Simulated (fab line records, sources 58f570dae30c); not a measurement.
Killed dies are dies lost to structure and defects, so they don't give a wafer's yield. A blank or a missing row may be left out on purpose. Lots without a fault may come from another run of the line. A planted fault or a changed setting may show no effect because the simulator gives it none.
Chamber matching | flow berkeley_cmos170 | UCB170_V2_ETCH_14 on rie_diel-02: 4 sister chambers
The step etches SiO2 in CHF3/CF4/Ar, stops on Al, target depth 1250 nm, time 291 s. 14 wafers are shown with their chamber, then 7 later ones without.

WAFERS WITH THEIR CHAMBER
wafer  | chamber | throttle_valve_pct (%) | drypump_motor_current_A (A) | oes_product_au (a.u.)
L194.1 | 3       | 7.09                   | 5.7                         | 0.868
L194.2 | 2       | 6.70                   | 5.3                         | 0.898
L194.3 | 0       | 7.19                   | 5.5                         | 0.862
L195.2 | 0       | 7.21                   | 5.5                         | 0.856
L195.5 | 1       | 6.96                   | 5.4                         | 0.867
L195.6 | 2       | 6.70                   | 5.4                         | 0.905
L197.4 | 2       | 6.70                   | 5.4                         | 0.901
L197.5 | 1       | 6.94                   | 5.4                         | 0.873
L197.6 | 3       | 7.07                   | 5.8                         | 0.869
L201.3 | 2       | 6.70                   | 5.4                         | 0.903
L201.4 | 1       | 6.95                   | 5.4                         | 0.874
L201.6 | 2       | 6.71                   | 5.3                         | 0.907
L202.2 | 1       | 6.95                   | 5.4                         | 0.864
L202.3 | 0       | 7.19                   | 5.5                         | 0.873

SIGNATURES (means of the wafers above)
reading                 | chamber 0 | chamber 1 | chamber 2 | chamber 3 | scatter within a chamber
throttle_valve_pct      | 7.1967    | 6.9500    | 6.7020    | 7.0800    | 0.00864
drypump_motor_current_A | 5.500     | 5.400     | 5.360     | 5.750     | 0.0412
oes_product_au          | 0.86367   | 0.86950   | 0.90280   | 0.86850   | 0.00517
Rule: a wafer's distance from a chamber is the root of the sum, over the readings, of the square of ((its reading less the chamber's mean) divided by the reading's scatter). The wafer belongs to the nearest chamber; if the next one is less than 2 further off, it can't be placed. The scatter: the root of (the sum of the squares of (reading less its chamber's mean) over the shown wafers, divided by (wafers less chambers)).

WAFERS WITHOUT THEIR CHAMBER
wafer  | throttle_valve_pct (%) | drypump_motor_current_A (A) | oes_product_au (a.u.)
L202.5 | 6.72                   | 5.4                         | 0.899
L205.2 | 7.19                   | 5.5                         | 0.868
L205.4 | 7.09                   | 5.8                         | 0.863
L205.5 | 7.19                   | 5.4                         | 0.863
L217.1 | 6.94                   | 5.4                         | 0.868
L217.2 | 7.19                   | 5.5                         | 0.870
L217.4 | 7.19                   | 5.5                         | 0.867

WHICH CHAMBER EACH WENT THROUGH
wafer  | from the rows above | in truth
L202.5 | 2                   | 2
L205.2 | 0                   | 0
L205.4 | 3                   | 3
L205.5 | 0                   | 0
L217.1 | 1                   | 1
L217.2 | 0                   | 0
L217.4 | 0                   | 0
Placed correctly: 7 of 7. Can't be placed from these rows: 0. Placed wrongly: 0.
